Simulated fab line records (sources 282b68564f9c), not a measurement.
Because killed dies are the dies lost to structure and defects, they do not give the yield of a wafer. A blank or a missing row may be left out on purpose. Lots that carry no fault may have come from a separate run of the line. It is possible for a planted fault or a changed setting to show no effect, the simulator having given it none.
fab line records	flow ritCmos
record lots=6	wafers=18	lastDay=7
route steps=202 shown GATE@92 REOX@98 NLDD@103 M1@202
lots that met no fault: taken from a fault-free run of the same line
startH: hours from the record's first day to the start of the lot's first wafer shown	waitH: hours since the lot's step before	" repeats the value in the row above	L1.1+2: several wafers, shown together as one row	- value missing, or start not given	* or withheld: withheld	< > ~ a bound
route shown NAME@n: a module of which the file shows steps, and the number in the route of the first	usual: mean/standard deviation taken from wafers without a fault	same: alike in all rows	chamber/n: place in a boat	sites: per-site readings	_std_site: how widely they spread, as a standard deviation	_edge_site: the outer-site mean with the inner-site mean subtracted	radiusMm: for every site, how far away it sits from the centre of the wafer	mask NAME#n: copy n	behind: the most recent tool/chamber to have shaped the wafer	hold: the reason the lot was held/the length of the hold in hours/how it ended	device: names the non-switching transistor (n, p or np)	end of line: the same wafers' tests at the end of the route	where a step has no rows: the recipe by itself	killed: dies lost to structure and defects at the first sort, not the wafer's yield	map: shows each die of a wafer: x if killed, . if not, _ if none is there
set.NAME: the setting that was run; set.NAME@STEP: the one run at that earlier step	model.NAME: the simulator's own value behind a step, which no gauge read
certain route steps with their lots: each step a table, each wafer a row
services: when a tool's chamber went out of use (startH, in hours from the record's first day, below 0 if earlier), for how many hours, and the reason
## steps
# step RIT_GATE_CD_MEAS_16
# recipe targetCdNm=150
# usual cdNm=149.5/2.4
lot.wafer	tool	chamber	startH	waitH	cdNm
L508.1	cdSem-02	-	67.58	-	147.9
L508.4	"	-	"	"	151.2
L508.5	"	-	"	"	149.7
L509.4	cdSem-02	-	71.86	-	153.6
L509.5	"	-	"	"	154.3
L509.6	"	-	"	"	153.2
L519.2	cdSem-01	-	125.63	-	149.6
L519.4	"	-	"	"	150.7
L519.6	"	-	"	"	148.5
L521.3	cdSem-02	-	132.34	-	145.8
L521.4	"	-	"	"	148.5
L521.5	"	-	"	"	146.6
L524.3	cdSem-02	-	147.30	-	146.5
L524.4	"	-	"	"	146.0
L524.5	"	-	"	"	145.7
L525.2	cdSem-02	-	154.22	-	153.1
L525.5	"	-	"	"	152.5
L525.6	"	-	"	"	153.3
# step RIT_GATE_OVL_MEAS_17
# usual GATE_OVL=-0.9/1.8
lot.wafer	tool	chamber	startH	waitH	GATE_OVL[nm]
L508.1	overlay-02	-	67.70	0.1	-1.6
L508.4	"	-	"	"	-2.0
L508.5	"	-	"	"	-0.9
L509.4	overlay-02	-	71.94	0.1	-2.4
L509.5	"	-	"	"	-1.2
L509.6	"	-	"	"	-0.8
L519.2	overlay-02	-	125.73	0.1	0.0
L519.4	"	-	"	"	-0.4
L519.6	"	-	"	"	-1.9
L521.3	overlay-01	-	132.43	0.1	1.3
L521.4	"	-	"	"	1.2
L521.5	"	-	"	"	2.0
L524.3	overlay-02	-	147.39	0.1	-0.7
L524.4	"	-	"	"	0.3
L524.5	"	-	"	"	-0.9
L525.2	overlay-02	-	154.33	0.1	-0.4
L525.5	"	-	"	"	-1.8
L525.6	"	-	"	"	-1.4
# step RIT_GATE_HARDBAKE_18
# recipe resist=NOVOLAK	tempC=140	timeS=60
# step RIT_GATE_ETCH_19
# recipe chemistry=SF6/CHF3/O2	timeS=170.6	SF6_flow_sccm=30	CHF3_flow_sccm=30	O2_flow_sccm=5	target=poly-Si	pressureMtorr=40	rfW=160	targetDepthA=3125	overEtchFrac=0.25	stopOn=SiO2
# usual drypumpMotorCurrentA=5.6/0.54	oesProductAu=0.818/0.017	throttleValvePct=10.31/0.12
lot.wafer	tool	chamber	startH	waitH	drypumpMotorCurrentA	oesProductAu	rfHoursCounterH	throttleValvePct
L508.1	rieSi-01	1	67.89	0.1	6.3	0.806	151	10.31
L508.4	"	3	"	"	4.9	0.821	100	10.45
L508.5	"	1	"	"	6.3	0.806	-	10.31
L509.4	rieSi-02	3	72.14	0.1	6.2	0.827	50	10.10
L509.5	"	1	"	"	5.8	0.815	-	10.31
L509.6	"	2	"	"	4.8	0.829	-	10.21
L519.2	rieSi-02	3	125.91	0.1	6.2	0.808	51	10.10
L519.4	"	0	"	"	5.3	0.778	27	10.39
L519.6	"	3	"	"	6.2	0.809	-	10.09
L521.3	rieSi-02	2	132.61	0.1	4.8	0.826	0	10.21
L521.4	"	3	"	"	6.2	0.823	51	10.09
L521.5	"	0	"	"	5.3	0.792	-	10.39
L524.3	rieSi-01	0	147.56	0.1	5.8	0.808	34	10.40
L524.4	"	1	"	"	6.3	0.827	0	10.30
L524.5	"	2	"	"	6.0	0.845	-	10.35
L525.2	rieSi-02	1	154.51	0.1	5.8	0.811	3	10.31
L525.5	"	1	"	"	5.8	0.797	-	10.31
L525.6	"	2	"	"	4.8	0.825	-	10.20
# step RIT_GATE_STRIP_20
# recipe chemistry=O2	timeS=180	resist=NOVOLAK	platenTempC=withheld	powerW=500	pressureMtorr=4000	o2FlowSccm=4000
# usual drypumpMotorCurrentA=6.01/0.26	rfReflPowerW=7.3/1.3
lot.wafer	tool	chamber	startH	waitH	drypumpMotorCurrentA	rfHoursCounterH	rfReflPowerW
L508.1	plasmaAsher-01	1	68.00	0.1	5.71	43	7.0
L508.4	"	1	"	"	5.76	-	7.3
L508.5	"	0	"	"	6.32	-	5.8
L509.4	plasmaAsher-02	0	72.31	0.1	5.85	-	7.8
L509.5	"	0	"	"	5.87	-	7.9
L509.6	"	1	"	"	5.83	-	10.3
L519.2	plasmaAsher-04	0	126.02	0.1	6.38	36	7.0
L519.4	"	0	"	"	6.41	-	7.0
L519.6	"	0	"	"	6.38	-	6.7
L521.3	plasmaAsher-04	0	132.77	0.1	6.40	-	6.9
L521.4	"	1	"	"	5.84	-	6.7
L521.5	"	0	"	"	6.40	-	6.9
L524.3	plasmaAsher-01	0	147.73	0.1	6.32	-	6.1
L524.4	"	1	"	"	5.73	-	7.4
L524.5	"	0	"	"	6.32	-	5.9
L525.2	plasmaAsher-04	1	154.62	0.1	5.85	39	6.6
L525.5	"	1	"	"	5.87	-	6.5
L525.6	"	0	"	"	6.38	-	6.8
# step RIT_GATE_CD_MEAS_90
# recipe targetCdNm=150
# usual cdNm=149.4/2.4
lot.wafer	tool	chamber	startH	waitH	cdNm
L508.1	cdSem-01	-	68.17	0.1	147.6
L508.4	"	-	"	"	151.2
L508.5	"	-	"	"	150.5
L509.4	cdSem-01	-	72.49	0.1	153.5
L509.5	"	-	"	"	154.1
L509.6	"	-	"	"	153.3
L519.2	cdSem-01	-	126.22	0.1	149.5
L519.4	"	-	"	"	150.8
L519.6	"	-	"	"	148.3
L521.3	cdSem-01	-	132.93	0.1	145.2
L521.4	"	-	"	"	148.3
L521.5	"	-	"	"	146.8
L524.3	cdSem-02	-	147.89	0.1	146.3
L524.4	"	-	"	"	146.0
L524.5	"	-	"	"	145.7
L525.2	cdSem-01	-	154.81	0.1	153.8
L525.5	"	-	"	"	152.2
L525.6	"	-	"	"	153.6
# step RIT_REOX_CLEAN_00
# recipe chemistry=SC1	mix=3:3:50	timeS=600	tempC=75
# step RIT_REOX_CLEAN_01
# recipe chemistry=dHF	dilution=50:1	timeS=30
# step RIT_REOX_CLEAN_02
# recipe chemistry=SC2	mix=3:3:50	timeS=600	tempC=75	dry=n2Spin
# step RIT_REOX_OXIDATION_03
# recipe tempC=900	ambient=O2	targetThkA=252	oxTimeS=5580
# step RIT_REOX_THK_MEAS_04
# recipe reads=SiO2_of_REOX_OXIDATION_03
# usual REOX_OXIDE_THK=25.0/0.49
lot.wafer	tool	chamber	startH	waitH	REOX_OXIDE_THK[nm]
L508.1	filmMetro-03	-	71.69	0.0	25.0
L508.4	"	-	"	"	24.8
L508.5	"	-	"	"	24.8
L509.4	filmMetro-03	-	75.88	0.0	25.1
L509.5	"	-	"	"	25.7
L509.6	"	-	"	"	26.0
L519.2	filmMetro-03	-	129.61	0.0	24.2
L519.4	"	-	"	"	24.9
L519.6	"	-	"	"	24.6
L521.3	filmMetro-04	-	135.95	0.0	25.3
L521.4	"	-	"	"	25.4
L521.5	"	-	"	"	25.5
L524.3	filmMetro-01	-	150.95	0.0	24.4
L524.4	"	-	"	"	24.4
L524.5	"	-	"	"	25.0
L525.2	filmMetro-01	-	158.57	0.0	25.4
L525.5	"	-	"	"	25.3
L525.6	"	-	"	"	25.3
# step RIT_NLDD_HMDS_00
# recipe primeTimeS=60	primeTempC=140
# step RIT_NLDD_COAT_01
# recipe resist=NOVOLAK	spinRpm=3250	resistThkNm=1000
# usual dispensePressureKPa=50/3.1
lot.wafer	tool	chamber	startH	waitH	dispensePressureKPa	model.NOVOLAK_of_NLDD_COAT_01.thkNm
L508.1	lithoTrack-01	0	71.90	0.1	47	1004
L508.4	"	0	"	"	47	1002
L508.5	"	0	"	"	47	1007
L509.4	lithoTrack-04	0	76.13	0.1	54	998.2
L509.5	"	0	"	"	54	1002
L509.6	"	0	"	"	54	1006
L519.2	lithoTrack-04	0	129.84	0.1	54	1098
L519.4	"	0	"	"	54	1098
L519.6	"	0	"	"	54	1100
L521.3	lithoTrack-04	0	136.19	0.1	54	1097
L521.4	"	0	"	"	54	1099
L521.5	"	0	"	"	54	1094
L524.3	lithoTrack-01	0	151.19	0.1	47	1003
L524.4	"	0	"	"	47	1005
L524.5	"	0	"	"	47	1008
L525.2	lithoTrack-02	0	158.79	0.1	49	995.1
L525.5	"	0	"	"	49	998.3
L525.6	"	0	"	"	49	997.8
# step RIT_NLDD_SOFTBAKE_02
# recipe resist=NOVOLAK	tempC=90	timeS=60
# step RIT_NLDD_EXPOSE_03
# recipe maskId=M7	na=0.57	targetCdNm=40700	doseMj=250
# step RIT_NLDD_PEB_04
# recipe resist=NOVOLAK	tempC=withheld	timeS=withheld
# step RIT_NLDD_DEVELOP_05
# recipe resist=NOVOLAK	developTimeS=50	devTempC=23
# step RIT_NLDD_OVL_MEAS_06
# usual NLDD_OVL=-0.5/1.4
lot.wafer	tool	chamber	startH	waitH	NLDD_OVL[nm]
L508.1	overlay-02	-	72.72	-	-0.3
L508.4	"	-	"	"	-2.0
L508.5	"	-	"	"	1.3
L509.4	overlay-02	-	76.90	-	-1.2
L509.5	"	-	"	"	-1.0
L509.6	"	-	"	"	0.1
L519.2	overlay-01	-	130.53	-	-0.3
L519.4	"	-	"	"	-2.8
L519.6	"	-	"	"	0.5
L521.3	overlay-02	-	136.97	-	2.3
L521.4	"	-	"	"	0.6
L521.5	"	-	"	"	0.4
L524.3	overlay-02	-	151.99	-	-2.9
L524.4	"	-	"	"	-3.7
L524.5	"	-	"	"	-1.2
L525.2	overlay-02	-	159.47	-	-1.0
L525.5	"	-	"	"	-0.2
L525.6	"	-	"	"	-0.6
# step RIT_NLDD_HARDBAKE_07
# recipe resist=NOVOLAK	tempC=140	timeS=60
lot.wafer	tool	chamber	startH	waitH	model.NOVOLAK_of_NLDD_COAT_01.thkNm
L508.1	lithoTrack-04	0	72.76	0.0	887.1
L508.4	"	0	"	"	885.3
L508.5	"	0	"	"	889.5
L509.4	lithoTrack-02	0	76.99	0.1	882.2
L509.5	"	0	"	"	885.5
L509.6	"	0	"	"	889.1
L519.2	lithoTrack-02	0	130.58	0.0	969.9
L519.4	"	0	"	"	969.5
L519.6	"	0	"	"	971.1
L521.3	lithoTrack-02	0	137.05	0.1	969
L521.4	"	0	"	"	970.2
L521.5	"	0	"	"	966.2
L524.3	lithoTrack-04	0	152.06	0.1	886.7
L524.4	"	0	"	"	888.1
L524.5	"	0	"	"	890.5
L525.2	lithoTrack-04	0	159.53	0.0	879.4
L525.5	"	0	"	"	882.2
L525.6	"	0	"	"	881.9
# step RIT_NLDD_IMPLANT_08
# recipe species=P	energyKev=20	doseCm2=5.079e+14	tiltDeg=7
# step RIT_M1_PROBE_99
# usual killedAtContacts=0.1/0.31	killedAtFrontEnd=7/3.3	killedDies=7/3.3	killedOnRim=1.9/1.5	killedOpen=3.4/2.2	killedShort=3.5/2
# same grossDies=264	killed_at_M0_to_M3=0	killed_at_M4_up=0	killedAtBackSide=0	killedAtOther=0
lot.wafer	tool	chamber	startH	waitH	killedAtContacts	killedAtFrontEnd	killedDies	killedOnRim	killedOpen	killedShort
L508.1	prober-01	-	88.25	0.1	0	9	9	2	7	2
L508.4	prober-01	-	88.40	0.2	0	4	4	2	3	1
L508.5	prober-01	-	88.45	0.2	0	8	8	4	2	6
L509.4	prober-02	-	92.51	0.2	0	11	11	2	7	4
L509.5	prober-02	-	92.56	0.2	0	14	14	3	6	8
L509.6	prober-02	-	92.61	0.2	0	7	7	2	4	3
L521.3	prober-02	-	155.74	0.2	0	4	4	0	2	2
L521.4	prober-02	-	155.79	0.2	0	5	5	2	1	4
L521.5	prober-02	-	155.84	0.2	2	9	11	1	5	6
# killed by level:class
L508.1 FOX2:geometricParticle:open=4 GATE:geometricParticle:open=2 FOX1:geometricParticle:short=1 GATE:geometricParticle:short=1 SPACER:geometricParticle:open=1
L508.4 GATE:geometricParticle:open=2 FOX1:geometricParticle:short=1 FOX1:geometricParticle:open=1
L508.5 FOX1:geometricParticle:short=2 REOX:geometricParticle:short=2 SILICIDE:geometricParticle:short=2 FOX1:geometricParticle:open=1 SILICIDE:geometricParticle:open=1
L509.4 FOX1:geometricParticle:open=3 FOX1:geometricParticle:short=2 GATE:geometricParticle:open=2 SILICIDE:geometricParticle:open=2 GATE:geometricParticle:short=1 SILICIDE:geometricParticle:short=1
L509.5 FOX1:geometricParticle:short=3 GATE:geometricParticle:open=3 GATE:geometricParticle:short=3 SILICIDE:geometricParticle:open=2 FOX1:geometricParticle:open=1 REOX:geometricParticle:short=1 SILICIDE:geometricParticle:short=1
L509.6 SILICIDE:geometricParticle:open=2 GATE:geometricParticle:open=1 GATE:geometricParticle:short=1 REOX:geometricParticle:short=1 SPACER:geometricParticle:open=1 SILICIDE:geometricParticle:short=1
L521.3 GATE:geometricParticle:open=1 REOX:geometricParticle:short=1 SILICIDE:geometricParticle:short=1 SILICIDE:geometricParticle:open=1
L521.4 SILICIDE:geometricParticle:short=2 GATE:geometricParticle:short=1 REOX:geometricParticle:open=1 SPACER:geometricParticle:short=1
L521.5 GATE:geometricParticle:open=4 REOX:geometricParticle:short=3 FOX1:geometricParticle:short=1 GATE:geometricParticle:short=1 CONTACT:geometricParticle:open=1 CONTACT:geometricParticle:short=1
## services
tool	chamber	startH	hours	kind
plasmaAsher-01	-	46.03	5.1	repair
plasmaAsher-02	-	51.44	2.8	pm
rieSi-01	0	74.57	7.7	repair
rieSi-02	2	79.52	-	clean
rieSi-02	2	79.52	17.7	scheduledDown
rieSi-02	2	79.52	17.7	ventCycle
rieSi-02	-	96.86	2.0	repair
rieSi-01	1	104.88	-	clean
rieSi-01	1	104.88	23.2	scheduledDown
rieSi-01	1	104.88	23.2	ventCycle
plasmaAsher-01	-	105.73	12.0	repair
plasmaAsher-01	-	117.71	9.0	pm
plasmaAsher-01	0	117.71	9.0	ventCycle
plasmaAsher-01	1	117.71	9.0	ventCycle
plasmaAsher-01	0	126.71	-	clean
plasmaAsher-01	1	126.71	-	clean
## key
firstSign none at tools or gauges
modelEffect step=RIT_NLDD_COAT_01	value=NOVOLAK_of_NLDD_COAT_01.thkNm	without=1003	struck=1098
modelEffect step=RIT_NLDD_HARDBAKE_07	value=NOVOLAK_of_NLDD_COAT_01.thkNm	without=886.3	struck=969.3
metAt RIT_NLDD_COAT_01
struckWafers L519.2,L519.4,L519.6,L521.3,L521.4,L521.5
testerLeftOut L519,L521
onsetBetween 76.13 129.84
fault kind=processParameterDrift	tool=lithoTrack-04	chamber=-	onsetH=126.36	steps=RIT_NLDD_COAT_01	channel=resistThkNm	offset=94.662	shape=step	endH=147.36	actsIn=theseRecipesOnly	stated=1000
# testerLeftOut: of these lots the tester's yield and bins aren't shown, on N5 and GAA mostly nor the transistor test; their killed dies are dies lost to structure and defects alone, not to doping, threshold or leakage, so they don't give the yield
